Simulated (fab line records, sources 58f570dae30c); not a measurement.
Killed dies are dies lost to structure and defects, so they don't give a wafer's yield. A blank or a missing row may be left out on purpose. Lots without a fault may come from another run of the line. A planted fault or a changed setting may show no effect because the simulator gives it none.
One fault seen from 2 desks | flow berkeley_cmos170 | each desk has only its own numbers; what lay behind them comes last

THE METROLOGY DESK
What the gauges read, lot by lot, whatever tool the lot ran on: means of the sampled wafers that have a number. A lot is out of limits, marked OUT, if its mean lies more than 4 standard deviations from the usual mean; the brackets give that distance.
Columns: A = V1_POLISHED_THK at UCB170_V1_THK_MEAS_04, usual 999.8 nm; B = cd_nm at UCB170_V1_CD_MEAS_90, usual 700.7 nm; C = V2_TEOS_THK at UCB170_V2_THK_MEAS_01, usual 1997 nm
lot  | first seen here | A      | B     | C
L624 | day 9 06:01     | 1000.4 | 699.2 | 1991
L628 | day 9 08:40     | 1000.1 | 700.0 | 1987
L622 | day 9 08:58     | 999.6  | 703.2 | 1966
L627 | day 9 10:19     | 1000.1 | 700.8 | 2032
L625 | day 9 13:28     | 999.6  | 701.3 | 1990
L629 | day 9 21:22     | 1000.9 | 701.1 | 1977
L630 | day 10 02:09    | 999.1  | 697.7 | 1992
L633 | day 10 07:17    | 1001.1 | 703.8 | 1073 (-38) OUT
L634 | day 10 16:43    | 998.5  | 700.8 | 1063 (-39) OUT
L637 | day 11 23:29    | 999.4  | 700.7 | 1986
L640 | day 12 02:27    | 999.9  | 701.5 | 1997
L638 | day 12 02:46    | 999.5  | 698.2 | 1977
L645 | day 13 03:19    | 999.3  | 701.6 | 2015
L643 | day 13 03:37    | 999.1  | 700.3 | 1979
This desk's finding: out of limits on L633, L634; first on L633, day 10 11:53 (V2_TEOS_THK at UCB170_V2_THK_MEAS_01). In limits: L624, L628, L622, L627, L625, L629, L630, L637, L640, L638, L645, L643.

THE TOOL OWNER'S DESK: pecvd-02
The tool's own readings at UCB170_V2_CVD_00 (deposits SiO2 from TEOS/O2, target thk 2000 nm, time 250 s): means of the sampled wafers that have a number, for each lot that ran on this tool. A lot is out of limits, marked OUT, if its mean lies more than 4 standard deviations from the usual mean; the brackets give that distance.
Columns: A = heater_power_w at UCB170_V2_CVD_00, usual 264 W; B = pressure_mtorr at UCB170_V2_CVD_00, usual 9000 mTorr
lot  | first seen here | A   | B
L628 | day 9 17:19     | 277 | 9008
L629 | day 10 03:45    | 233 | 9001
L630 | day 10 07:41    | 279 | 9006
L633 | day 10 11:44    | 283 | 9006
L634 | day 10 21:44    | 308 | 8979
This desk's finding: nothing out of limits on any of the 5 lots.

PUT TOGETHER
The metrology desk could have raised an alarm at day 10 11:53, on L633, L634.
The tool owner's desk saw nothing out of limits.
The tool owner's desk has L633, L634 on record, within its limits.
Of the lots named, all ran UCB170_V2_CVD_00 on pecvd-02.

WHAT THE SIMULATOR HAD PUT IN
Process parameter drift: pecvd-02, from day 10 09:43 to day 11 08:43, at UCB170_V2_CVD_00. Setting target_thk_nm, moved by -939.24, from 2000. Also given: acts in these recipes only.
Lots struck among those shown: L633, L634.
Hours from the fault's start to each desk's first reading out of limits: the metrology desk, 2.
